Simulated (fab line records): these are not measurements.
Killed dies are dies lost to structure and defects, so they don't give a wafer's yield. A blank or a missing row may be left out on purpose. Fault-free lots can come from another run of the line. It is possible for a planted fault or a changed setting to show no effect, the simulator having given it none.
2 desks looking at one fault + flow berkeleyCmos170 + what lay behind the numbers comes last; until then each desk has only its own

== THE METROLOGY DESK ==
What the gauges read, lot by lot, whatever tool the lot ran on: means of the sampled wafers that have a number. A lot is out of limits, marked OUT, if its mean lies more than 4 standard deviations from the usual mean; the brackets give that distance.
Columns: A = V1_TEOS_THK at UCB170_V1_THK_MEAS_01, usual 1993 nm
| lot  | first seen here | A    |
|------|-----------------|------|
| L135 | day 7 08:01     | 1983 |
| L137 | day 7 08:05     | 1985 |
| L138 | day 7 19:17     | 1993 |
| L139 | day 7 19:18     | 1985 |
| L140 | day 8 05:00     | 1982 |
| L141 | day 8 14:26     | 2064 |
| L144 | day 9 00:28     | 1980 |
| L143 | day 9 02:55     | 2052 |
| L147 | day 9 15:34     | 1976 |
| L151 | day 10 06:53    | 1998 |
| L153 | day 10 18:44    | 1982 |
| L154 | day 10 18:47    | 2017 |
| L158 | day 11 17:44    | 1975 |
| L157 | day 11 17:44    | 2001 |
This desk's verdict: no lot among the 14 shows anything out of limits.

== DESK OF THE TOOL OWNER: pecvd-03 ==
The tool's own readings at UCB170_V1_CVD_00 (deposits SiO2 from TEOS/O2, target thk 2000 nm, time 250 s): means of the sampled wafers that have a number, for each lot that ran on this tool. A lot is out of limits, marked OUT, if its mean lies more than 4 standard deviations from the usual mean; the brackets give that distance.
Columns: A = heaterPowerW at UCB170_V1_CVD_00, usual 231 W; B = rfFwdPowerW at UCB170_V1_CVD_00, usual 548.4 W
| lot  | first seen here | A   | B               |
|------|-----------------|-----|-----------------|
| L135 | day 7 07:51     | 213 | 548.0           |
| L139 | day 7 19:08     | 223 | 546.6           |
| L140 | day 8 04:50     | 197 | 547.8           |
| L141 | day 8 14:16     | 177 | 621.9 (+41) OUT |
| L143 | day 9 02:44     | 197 | 620.4 (+40) OUT |
This desk's verdict: out of limits on L141, L143, starting with L141 at day 8 14:16 (rfFwdPowerW at UCB170_V1_CVD_00). In limits: L135, L139, L140.

== BROUGHT TOGETHER ==
The tool owner's desk could have raised an alarm at day 8 14:16, on L141, L143.
Nothing out of limits was seen by the metrology desk.
The metrology desk has L141, L143 on record, within its limits.
Every lot named ran UCB170_V1_CVD_00 on pecvd-03.

== WHAT THE SIMULATOR HAD INSERTED ==
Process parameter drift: pecvd-03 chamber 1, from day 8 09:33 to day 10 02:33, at UCB170_V1_CVD_00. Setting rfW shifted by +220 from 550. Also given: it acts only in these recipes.
Shown lots that were struck: L141, L143.
Delay in hours, fault start to first out-of-limits reading, by desk: the tool owner's desk at 5.
